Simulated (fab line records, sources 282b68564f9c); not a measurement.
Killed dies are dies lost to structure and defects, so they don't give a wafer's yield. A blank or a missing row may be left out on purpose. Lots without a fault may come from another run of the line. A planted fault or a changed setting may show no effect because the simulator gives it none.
fab line records | flow rit_cmos
record lots=5 wafers=15 last_day=7
route steps=202 shown SILICIDE@167 CONTACT@168 M1@184
lots that met no fault: from a run of the same line without faults
start_h: hours from the record's first day to the start of the lot's first wafer shown | wait_h: hours since the lot's step before | " the same as in the row above | L1.1+2: a row that stands for several wafers | - no value, or no start given | * or withheld: withheld | < > ~ a bound
route shown NAME@n: a module of which the file shows steps, and the number in the route of the first | usual: mean/standard deviation of fault-free wafers | same: alike in all rows | chamber/n: place in a boat | sites: the reading at each site | _std_site: their standard deviation | _edge_site: outer sites' mean less inner sites' | radius_mm: how far each site lies from the wafer's centre | mask NAME#n: copy n | behind: the tool/chamber that last shaped the wafer | hold: why the lot was held/for how many hours/how that ended | device: the transistor (n, p or np) that didn't switch | end of line: the same wafers' tests at the end of the route | a step without rows: its recipe alone | killed: dies lost to structure and defects at the first sort, not the wafer's yield | map: a wafer's dies, x killed, . not, _ none there
set.NAME: the setting as run; set.NAME@STEP: as run at that earlier step | model.NAME: the simulator's own value behind a step, which no gauge read
lots at some steps of the route; a table a step, a row a wafer
services: from which hour (start_h, from the record's first day; less than 0 if before it) a tool's chamber was out of use, for how many hours, and why
## steps
# step RIT_SILICIDE_RTA_06
# recipe temp_c=750 time_s=10 idle_temp_c=25 ramp_up_s=5 ramp_down_s=10 cool_to_c=25 ambient=N2
# usual wafer_temp_C_max=752.4/0.61
# columns lot.wafer tool chamber start_h wait_h wafer_temp_C_max
L451.3 rtp_anneal-02 0 53.29 0.0 752.7
L451.5 " 0 " " 753.1
L451.6 " 0 " " 751.8
L460.1 rtp_anneal-02 0 101.29 0.0 752.3
L460.2 " 0 " " 753.7
L460.6 " 0 " " 752.5
L463.1 rtp_anneal-02 0 112.84 0.0 752.6
L463.5 " 0 " " 753.6
L463.6 " 0 " " 752.8
L471.2 rtp_anneal-01 0 152.17 0.0 751.9
L471.4 " 0 " " 751.6
L471.5 " 0 " " 751.4
L472.2 rtp_anneal-02 0 158.48 0.0 753.4
L472.5 " 0 " " 752.9
L472.6 " 0 " " 752.9
# step RIT_CONTACT_CVD_00
# recipe material=SiO2 target_thk_nm=400 precursor=TEOS temp_c=390 time_s=61 rf_w=400
# usual heater_power_w=312/45
# columns lot.wafer tool chamber start_h wait_h heater_power_w
L451.3 pecvd-04 2 53.33 0.0 322
L451.5 " 1 " " 327
L451.6 " 0 " " 348
L460.1 pecvd-04 1 101.36 0.1 301
L460.2 " 0 " " 343
L460.6 " 2 " " 304
L463.1 pecvd-04 1 112.90 0.1 313
L463.5 " 1 " " 339
L463.6 " 2 " " 332
L471.2 pecvd-02 0 152.23 0.0 374
L471.4 " 2 " " 325
L471.5 " 1 " " 267
L472.2 pecvd-04 2 158.54 0.0 280
L472.5 " 0 " " 341
L472.6 " 2 " " 299
# step RIT_CONTACT_THK_MEAS_01
# recipe reads=SiO2_of_CONTACT_CVD_00
# usual CONTACT_TEOS_THK=400/5.5
# columns lot.wafer tool chamber start_h wait_h CONTACT_TEOS_THK[nm]
L451.3 film_metro-04 - 53.40 0.0 392
L451.5 " - " " 406
L451.6 " - " " 399
L460.1 film_metro-04 - 101.41 0.0 398
L460.2 " - " " 402
L460.6 " - " " 401
L463.1 film_metro-04 - 112.95 0.0 401
L463.5 " - " " 402
L463.6 " - " " 397
L471.2 film_metro-01 - 152.29 0.0 398
L471.4 " - " " 403
L471.5 " - " " 399
L472.2 film_metro-03 - 158.60 0.0 392
L472.5 " - " " 405
L472.6 " - " " 393
# step RIT_CONTACT_HMDS_02
# recipe prime_time_s=60 prime_temp_c=140
# step RIT_CONTACT_COAT_03
# recipe resist=NOVOLAK spin_rpm=3250 resist_thk_nm=1000
# step RIT_CONTACT_SOFTBAKE_04
# recipe resist=NOVOLAK temp_c=90 time_s=60
# step RIT_CONTACT_EXPOSE_05
# recipe mask_id=M11 na=0.6 source_shape=conventional sigma_outer=0.5 target_cd_nm=1000 dose_mj=250
# step RIT_CONTACT_PEB_06
# recipe resist=NOVOLAK temp_c=withheld time_s=withheld
# step RIT_CONTACT_DEVELOP_07
# recipe resist=NOVOLAK develop_time_s=120 dev_temp_c=23.7
# step RIT_CONTACT_CD_MEAS_08
# recipe target_cd_nm=1000
# usual cd_nm=999.8/2.3
# columns lot.wafer tool chamber start_h wait_h cd_nm
L451.3 cd_sem-02 - 54.78 - 1001.2
L451.5 " - " " 998.1
L451.6 " - " " 998.8
L460.1 cd_sem-01 - 102.83 - 1002.9
L460.2 " - " " 999.9
L460.6 " - " " 999.6
L463.1 cd_sem-01 - 114.06 - 1001.4
L463.5 " - " " 1000.2
L463.6 " - " " 1002.7
L471.2 cd_sem-01 - 153.33 - 998.9
L471.4 " - " " 999.2
L471.5 " - " " 999.7
L472.2 cd_sem-02 - 159.88 - 998.0
L472.5 " - " " 998.5
L472.6 " - " " 996.8
# step RIT_CONTACT_OVL_MEAS_09
# usual CONTACT_OVL=-0.1/1.4
# columns lot.wafer tool chamber start_h wait_h CONTACT_OVL[nm]
L451.3 overlay-02 - 54.87 0.1 3.5
L451.5 " - " " 2.1
L451.6 " - " " 0.3
L460.1 overlay-02 - 102.95 0.1 -1.2
L460.2 " - " " 0.1
L460.6 " - " " -0.4
L463.1 overlay-02 - 114.18 0.1 1.6
L463.5 " - " " 0.2
L463.6 " - " " 1.4
L471.2 overlay-02 - 153.43 0.1 -0.3
L471.4 " - " " -0.3
L471.5 " - " " -1.0
L472.2 overlay-02 - 159.99 0.1 0.3
L472.5 " - " " 0.2
L472.6 " - " " 1.1
# step RIT_CONTACT_HARDBAKE_10
# recipe resist=NOVOLAK temp_c=140 time_s=60
# step RIT_CONTACT_ETCH_11
# recipe target_depth_a=4800 over_etch_frac=0.2 stop_on=TiSi2 chemistry=CHF3/CF4/Ar target=SiO2 CHF3_flow_sccm=50 cf4_flow_sccm=10 Ar_flow_sccm=100 O2_flow_sccm=5 pressure_mtorr=100 rf_w=200 time_s=320
# usual drypump_motor_current_A=5.8/0.49 oes_product_au=0.992/0.011 throttle_valve_pct=8.94/0.12
# columns lot.wafer tool chamber start_h wait_h drypump_motor_current_A oes_product_au rf_hours_counter_h throttle_valve_pct model.etch.depth_nm model.CONTACT.feature_depth_nm model.NOVOLAK_of_CONTACT_COAT_03.thk_nm
L451.3 rie_diel-04 1 55.11 0.1 5.7 0.995 100 8.83 392.8 392.8 771.5
L451.5 " 0 " " 6.5 1.011 - 9.02 406.1 406.1 771
L451.6 " 3 " " 6.0 1.003 - 9.14 399 399 771.1
L460.1 rie_diel-01 1 103.38 0.1 5.0 0.985 49 8.88 397.7 397.7 765.1
L460.2 " 3 " " 5.7 0.993 8 9.05 401.9 401.9 770.3
L460.6 " 2 " " 6.1 0.989 - 8.94 401 401 781
L463.1 rie_diel-01 1 114.37 0.1 5.0 0.984 49 8.88 401.2 401.2 764.4
L463.5 " 2 " " 6.1 0.980 - 8.95 289.7 289.7 816.2
L463.6 " 1 " " 5.0 0.979 - 8.86 396.5 396.5 768.1
L471.2 rie_diel-04 2 153.61 0.1 5.0 0.994 9 8.90 398 398 764.8
L471.4 " 3 " " 6.0 0.991 100 9.16 403.4 403.4 769.6
L471.5 " 3 " " 6.0 0.992 - 9.14 398.8 398.8 771.9
L472.2 rie_diel-04 0 160.17 0.1 6.4 1.004 41 9.02 392.4 392.4 769
L472.5 " 3 " " 6.0 0.992 - 9.13 405.7 405.7 772.1
L472.6 " 2 " " 5.0 0.993 - 8.90 392.9 392.9 765.1
# step RIT_CONTACT_STRIP_12
# recipe chemistry=O2 time_s=180 resist=NOVOLAK platen_temp_c=withheld power_w=500 pressure_mtorr=4000 o2_flow_sccm=4000
# usual drypump_motor_current_A=5.6/0.59
# columns lot.wafer tool chamber start_h wait_h drypump_motor_current_A rf_hours_counter_h
L451.3 plasma_asher-04 0 55.36 0.2 4.8 -
L451.5 " 1 " " 5.6 -
L451.6 " 0 " " 4.8 -
L460.1 plasma_asher-01 0 103.57 0.1 6.0 44
L460.2 " 1 " " 5.6 44
L460.6 " 1 " " 5.6 -
L463.1 plasma_asher-04 0 114.56 0.1 4.8 34
L463.5 " 0 " " 4.8 -
L463.6 " 1 " " 5.6 -
L471.2 plasma_asher-01 1 153.81 0.1 5.6 4
L471.4 " 0 " " 6.1 -
L471.5 " 0 " " 6.0 -
L472.2 plasma_asher-02 0 160.36 0.1 6.8 50
L472.5 " 0 " " 6.8 -
L472.6 " 1 " " 6.1 -
# step RIT_CONTACT_CD_MEAS_90
# recipe target_cd_nm=1000
# usual cd_nm=999.7/2.4
# columns lot.wafer tool chamber start_h wait_h cd_nm
L451.3 cd_sem-02 - 55.52 0.1 1000.4
L451.5 " - " " 997.9
L451.6 " - " " 998.3
L460.1 cd_sem-01 - 103.75 0.1 1002.5
L460.2 " - " " 999.9
L460.6 " - " " 999.4
L463.1 cd_sem-01 - 114.74 0.1 1001.2
L463.5 " - " " 998.6
L463.6 " - " " 1002.4
L471.2 cd_sem-02 - 154.00 0.1 998.6
L471.4 " - " " 999.6
L471.5 " - " " 999.9
L472.2 cd_sem-01 - 160.56 0.1 997.9
L472.5 " - " " 999.1
L472.6 " - " " 996.5
# step RIT_CONTACT_CLEAN_13
# recipe chemistry=SC1 mix=3:3:50 time_s=600 temp_c=75
# step RIT_CONTACT_CLEAN_14
# recipe chemistry=SC2 mix=3:3:50 time_s=600 temp_c=75 dry=n2_spin
# step RIT_M1_SPUTTER_00
# recipe material=Al target_thk_nm=400 power_w=2000 chamber_pressure_pa=0.4 gas=Ar time_s=500 substrate_temp_c=25
# usual throttle_valve_pct=29.9/1.2
# columns lot.wafer tool chamber start_h wait_h throttle_valve_pct
L451.3 pvd_sputter-03 - 55.97 0.0 29.5
L451.5 " - " " 32.0
L451.6 " - " " 29.3
L460.1 pvd_sputter-04 - 104.22 0.0 31.6
L460.2 " - " " 30.3
L460.6 " - " " 29.9
L463.1 pvd_sputter-02 - 115.22 0.0 28.9
L463.6 " - " " 27.2
L471.2 pvd_sputter-03 - 154.47 0.0 29.4
L471.4 " - " " 30.7
L471.5 " - " " 29.5
L472.2 pvd_sputter-02 - 161.01 0.0 28.8
L472.5 " - " " 29.1
L472.6 " - " " 30.0
# step RIT_M1_RS_MEAS_01
# recipe thk_meas_gauge=four-point-probe reads=Al_of_M1_SPUTTER_00
# usual M1_AL_RS=0.0737/0.0011
# columns lot.wafer tool chamber start_h wait_h M1_AL_RS[ohm/sq]
L451.3 film_metro-04 - 56.30 0.2 0.0735
L451.5 " - " " 0.0723
L451.6 " - " " 0.0742
L460.1 film_metro-04 - 104.51 0.1 0.0717
L460.2 " - " " 0.0730
L460.6 " - " " 0.0735
L463.1 film_metro-02 - 115.52 0.1 0.0722
L463.6 " - " " 0.0729
L471.2 film_metro-04 - 154.78 0.2 0.0747
L471.4 " - " " 0.0736
L471.5 " - " " 0.0744
L472.2 film_metro-01 - 161.36 0.2 0.0725
L472.5 " - " " 0.0732
L472.6 " - " " 0.0751
# step RIT_M1_THK_MEAS_02
# recipe thk_meas_gauge=xrf reads=Al_of_M1_SPUTTER_00
# usual M1_AL_THK=401/6.4
# columns lot.wafer tool chamber start_h wait_h M1_AL_THK[nm]
L451.3 film_metro-04 - 56.40 0.1 402
L451.5 " - " " 411
L451.6 " - " " 402
L460.1 film_metro-04 - 104.63 0.1 412
L460.2 " - " " 404
L460.6 " - " " 404
L463.1 film_metro-02 - 115.64 0.1 408
L463.6 " - " " 402
L471.2 film_metro-04 - 154.89 0.1 401
L471.4 " - " " 404
L471.5 " - " " 399
L472.2 film_metro-01 - 161.47 0.1 405
L472.5 " - " " 401
L472.6 " - " " 391
# step RIT_M1_HMDS_03
# recipe prime_time_s=60 prime_temp_c=140
# step RIT_M1_COAT_04
# recipe resist=NOVOLAK spin_rpm=2000 resist_thk_nm=1300
# step RIT_M1_SOFTBAKE_05
# recipe resist=NOVOLAK temp_c=89.59 time_s=60
# step RIT_M1_EXPOSE_06
# recipe mask_id=M12 na=0.6 source_shape=conventional sigma_outer=0.5 target_cd_nm=2600 dose_mj=250
# step RIT_M1_PEB_07
# recipe resist=NOVOLAK temp_c=withheld time_s=withheld
# step RIT_M1_DEVELOP_08
# recipe resist=NOVOLAK develop_time_s=68 dev_temp_c=23
# step RIT_M1_CD_MEAS_09
# recipe target_cd_nm=2600
# usual cd_nm=2599.7/2.5
# columns lot.wafer tool chamber start_h wait_h cd_nm
L451.3 cd_sem-01 - 57.49 - 2598.0
L451.5 " - " " 2597.4
L451.6 " - " " 2598.1
L460.1 cd_sem-01 - 105.70 - 2596.6
L460.2 " - " " 2597.8
L460.6 " - " " 2595.2
L463.1 cd_sem-01 - 116.58 - 2601.9
L463.6 " - " " 2604.0
L471.2 cd_sem-02 - 155.84 - 2596.1
L471.4 " - " " 2595.9
L471.5 " - " " 2593.7
L472.2 cd_sem-02 - 162.42 - 2603.7
L472.5 " - " " 2601.8
L472.6 " - " " 2602.5
# step RIT_M1_OVL_MEAS_10
# usual M1_OVL=-0.7/1.6
# columns lot.wafer tool chamber start_h wait_h M1_OVL[nm]
L451.3 overlay-02 - 57.58 0.1 -0.7
L451.5 " - " " -1.3
L451.6 " - " " 0.0
L460.1 overlay-02 - 105.82 0.1 -2.9
L460.2 " - " " -1.5
L460.6 " - " " -2.5
L463.1 overlay-01 - 116.70 0.1 -1.0
L463.6 " - " " 1.4
L471.2 overlay-02 - 155.95 0.1 -0.7
L471.4 " - " " -3.0
L471.5 " - " " -0.4
L472.2 overlay-01 - 162.52 0.1 -0.5
L472.5 " - " " 0.7
L472.6 " - " " 1.0
# step RIT_M1_HARDBAKE_11
# recipe resist=NOVOLAK temp_c=138.8 time_s=120
# step RIT_M1_METAL_ETCH_12
# recipe stop_on=SiO2 chemistry=Cl2/BCl3 target=Al time_s=165 over_etch_frac=0.5 pressure_mtorr=100 target_depth_a=6000 rf_w=250 Cl2_flow_sccm=60 bcl3_flow_sccm=50
# usual drypump_motor_current_A=5.5/0.42 oes_product_au=0.770/0.0096 throttle_valve_pct=8.32/0.17
# columns lot.wafer tool chamber start_h wait_h drypump_motor_current_A oes_product_au rf_hours_counter_h throttle_valve_pct
L451.3 rie_metal-03 0 57.91 0.2 5.8 0.773 - 8.21
L451.5 " 0 " " 5.8 0.785 - 8.20
L451.6 " 1 " " 6.1 0.764 - 8.47
L460.1 rie_metal-03 1 106.10 0.2 6.1 0.776 4 8.47
L460.2 " 0 " " 5.8 0.780 5 8.21
L460.6 " 0 " " 5.8 0.772 - 8.21
L463.1 rie_metal-03 1 116.98 0.2 6.1 0.774 4 8.46
L463.6 " 0 " " 5.8 0.785 - 8.20
L471.2 rie_metal-02 0 156.23 0.2 5.3 0.783 0 8.58
L471.4 " 1 " " 5.3 0.775 - 8.15
L471.5 " 1 " " 5.3 0.773 - 8.15
L472.2 rie_metal-01 0 162.80 0.2 4.8 0.781 4 8.10
L472.5 " 0 " " 4.8 0.781 - 8.11
L472.6 " 1 " " 5.5 0.760 - 8.42
# step RIT_M1_STRIP_13
# recipe chemistry=nmp resist=NOVOLAK temp_c=80 time_s=600 dry=n2_spin
# step RIT_M1_STRIP_14
# recipe chemistry=O2 time_s=180 platen_temp_c=withheld power_w=500 pressure_mtorr=4000 o2_flow_sccm=4000
# step RIT_M1_CD_MEAS_90
# recipe target_cd_nm=2600
# usual cd_nm=2601/3.1
# columns lot.wafer tool chamber start_h wait_h cd_nm
L451.3 cd_sem-02 - 58.42 0.1 2599
L451.5 " - " " 2597
L451.6 " - " " 2596
L460.1 cd_sem-02 - 106.61 0.1 2597
L460.2 " - " " 2599
L460.6 " - " " 2598
L463.1 cd_sem-02 - 117.50 0.1 2603
L463.6 " - " " 2606
L471.2 cd_sem-02 - 156.76 0.1 2598
L471.4 " - " " 2597
L471.5 " - " " 2594
L472.2 cd_sem-01 - 163.34 0.1 2604
L472.5 " - " " 2604
L472.6 " - " " 2607
# step RIT_M1_ANNEAL_15
# recipe temp_c=450 time_s=1800 ambient=forming_gas_H2N2
# step RIT_M1_BOW_MEAS_16
# recipe mode=bow
# usual M1_BOW=16/6.3
# columns lot.wafer tool chamber start_h wait_h M1_BOW[um]
L451.3 film_metro-02 - 60.04 0.0 26
L451.5 " - " " 31
L451.6 " - " " 17
L460.1 film_metro-04 - 108.23 0.0 19
L460.2 " - " " 6
L460.6 " - " " 19
L463.1 film_metro-04 - 119.12 0.0 6
L463.6 " - " " 21
L471.2 film_metro-02 - 158.38 0.0 35
L471.4 " - " " 14
L471.5 " - " " 18
L472.2 film_metro-02 - 164.96 0.0 18
L472.5 " - " " 18
L472.6 " - " " 17
# step RIT_M1_PROBE_99
# usual killed_at_contacts=0.1/0.35 killed_at_front_end=6.9/2.8 killed_dies=7.0/2.8 killed_on_rim=1.8/1.3 killed_open=3.4/2 killed_short=3.5/2.1
# same gross_dies=264 killed_at_M0_to_M3=0 killed_at_M4_up=0 killed_at_back_side=0 killed_at_other=0
# columns lot.wafer tool chamber start_h wait_h killed_at_contacts killed_at_front_end killed_dies killed_on_rim killed_open killed_short
L451.3 prober-01 - 60.22 0.2 1 7 8 1 4 4
L451.5 prober-01 - 60.32 0.2 0 6 6 2 2 4
L451.6 prober-01 - 60.37 0.2 0 9 9 1 7 2
L460.1 prober-02 - 108.35 0.1 0 11 11 4 6 5
L460.2 prober-02 - 108.40 0.1 0 1 1 0 1 0
L460.6 prober-02 - 108.60 0.2 0 8 8 1 4 4
L463.1 prober-01 - 119.24 0.1 0 8 8 0 3 5
L463.5 prober-01 - 119.44 0.2 260 4 264 70 2 2
L463.6 prober-01 - 119.49 0.2 0 7 7 0 4 3
L471.2 prober-02 - 158.53 0.1 0 5 5 1 3 2
L471.4 prober-02 - 158.63 0.2 0 6 6 1 4 2
L471.5 prober-02 - 158.68 0.2 0 8 8 3 6 2
L472.2 prober-02 - 165.11 0.1 0 6 6 1 5 1
L472.5 prober-02 - 165.26 0.2 0 9 9 2 2 7
L472.6 prober-02 - 165.31 0.2 0 9 9 2 5 3
# killed by level:class
L451.3 GATE:geometric_particle:short=3 SPACER:geometric_particle:open=3 GATE:geometric_particle:open=1 CONTACT:geometric_particle:short=1
L451.5 GATE:geometric_particle:short=3 FOX1:geometric_particle:short=1 GATE:geometric_particle:open=1 SILICIDE:geometric_particle:open=1
L451.6 GATE:geometric_particle:open=3 REOX:geometric_particle:open=2 SILICIDE:geometric_particle:open=2 GATE:geometric_particle:short=1 SILICIDE:geometric_particle:short=1
L460.1 REOX:geometric_particle:short=3 SPACER:geometric_particle:open=3 GATE:geometric_particle:short=2 GATE:geometric_particle:open=2 REOX:geometric_particle:open=1
L460.2 GATE:geometric_particle:open=1
L460.6 GATE:geometric_particle:open=4 GATE:geometric_particle:short=3 REOX:geometric_particle:short=1
L463.1 GATE:geometric_particle:short=4 REOX:geometric_particle:open=2 GATE:geometric_particle:open=1 REOX:geometric_particle:short=1
L463.5 CONTACT:area_etch=260 GATE:geometric_particle:short=2 GATE:geometric_particle:open=1 REOX:geometric_particle:open=1
L463.6 FOX1:geometric_particle:short=2 FOX1:geometric_particle:open=1 FOX2:geometric_particle:open=1 GATE:geometric_particle:short=1 GATE:geometric_particle:open=1 SILICIDE:geometric_particle:open=1
L471.2 SILICIDE:geometric_particle:open=2 FOX1:geometric_particle:open=1 SPACER:geometric_particle:short=1 SILICIDE:geometric_particle:short=1
L471.4 GATE:geometric_particle:open=2 FOX1:geometric_particle:open=1 GATE:geometric_particle:short=1 SILICIDE:geometric_particle:open=1 SILICIDE:geometric_particle:short=1
L471.5 FOX2:geometric_particle:open=3 GATE:geometric_particle:open=2 FOX1:geometric_particle:open=1 FOX2:geometric_particle:short=1 SILICIDE:geometric_particle:short=1
L472.2 GATE:geometric_particle:open=3 GATE:geometric_particle:short=1 SPACER:geometric_particle:open=1 SILICIDE:geometric_particle:open=1
L472.5 GATE:geometric_particle:short=4 REOX:geometric_particle:short=2 FOX1:geometric_particle:short=1 FOX1:geometric_particle:open=1 REOX:geometric_particle:open=1
L472.6 FOX1:geometric_particle:open=2 FOX1:geometric_particle:short=1 GATE:geometric_particle:short=1 GATE:geometric_particle:open=1 REOX:geometric_particle:short=1 SPACER:geometric_particle:open=1 SILICIDE:geometric_particle:open=1 NRETRO:coat_microbubble_printed=1
# map L463.5 (x killed, . not)
________xxxxxxx_______
_____xxxxxxxxxxxxx____
____xxxxxxxxxxxxxxx___
___xxxxxxxxxxxxxxxxx__
__xxxxxxxxxxxxxxxxxxx_
__xxxxxxxxxxxxxxxxxxx_
_xxxxxxxxxxxxxxxxxxxxx
_xxxxxxxxxxxxxxxxxxxxx
_xxxxxxxxxxxxxxxxxxxxx
_xxxxxxxxxxxxxxxxxxxxx
__xxxxxxxxxxxxxxxxxxx_
__xxxxxxxxxxxxxxxxxxx_
___xxxxxxxxxxxxxxxxx__
____xxxxxxxxxxxxxxx___
_____xxxxxxxxxxxxx____
________xxxxxxx_______
# map L460.1 (x killed, . not)
________.x....._______
_____x............____
____.......x.......___
___................x__
__x.................._
__..................._
_..........x..........
_.....................
_..........x..........
_.....................
__..................._
__.........x.x......._
___.....x...........__
____.........x.....___
_____.............____
________......._______
## services
# columns tool chamber start_h hours kind
plasma_asher-02 - 33.02 3.0 repair
plasma_asher-01 - 35.35 1.6 repair
rie_metal-01 1 38.74 2.6 repair
pvd_sputter-03 - 56.36 5.5 repair
pvd_sputter-04 - 56.73 3.1 repair
rie_diel-04 0 57.62 2.5 repair
rie_metal-03 - 59.28 4.3 pm
rtp_anneal-02 - 61.47 5.5 pm
pvd_sputter-03 - 73.05 1.8 repair
plasma_asher-04 - 93.69 0.4 repair
plasma_asher-04 - 105.16 2.2 repair
plasma_asher-01 - 108.75 9.0 pm
plasma_asher-01 0 108.75 9.0 vent_cycle
plasma_asher-01 1 108.75 9.0 vent_cycle
rtp_anneal-01 - 112.33 4.4 pm
plasma_asher-01 0 117.75 - clean
pecvd-02 0 120.30 10.8 repair
plasma_asher-02 - 123.99 3.4 repair
rie_metal-02 - 136.12 20.0 pm
plasma_asher-02 - 144.26 7.2 repair
rie_diel-04 3 145.27 2.7 repair
pvd_sputter-03 - 147.63 5.5 repair
pecvd-02 - 155.22 2.0 repair
plasma_asher-04 - 162.57 3.1 repair
## key
first_sign step=RIT_M1_PROBE_99 reading=killed_at_contacts direction=up sigmas=99+ usual=0.1 struck=260
effect step=RIT_M1_PROBE_99 reading=killed_dies direction=up sigmas=91 usual=7.0 struck=264
model_effect step=RIT_CONTACT_ETCH_11 value=etch.depth_nm without=402.5 struck=289.7
more_kills_born_at RIT_CONTACT_ETCH_11@rie_diel-01=260
met_at RIT_CONTACT_ETCH_11
struck_wafers L463.5
later_rows_left_out L463.5
tester_left_out L463
onset_between 103.38 114.37
fault kind=process_parameter_drift tool=rie_diel-01 chamber=2 onset_h=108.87 steps=RIT_CONTACT_ETCH_11 channel=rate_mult offset=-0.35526 shape=step end_h=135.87
# tester_left_out: of these lots the tester's yield and bins aren't shown, on N5 and GAA mostly nor the transistor test; their killed dies are dies lost to structure and defects alone, not to doping, threshold or leakage, so they don't give the yield
# later_rows_left_out: the simulator's readings of these wafers behind a module that went badly wrong aren't trusted and aren't shown, but for the sort
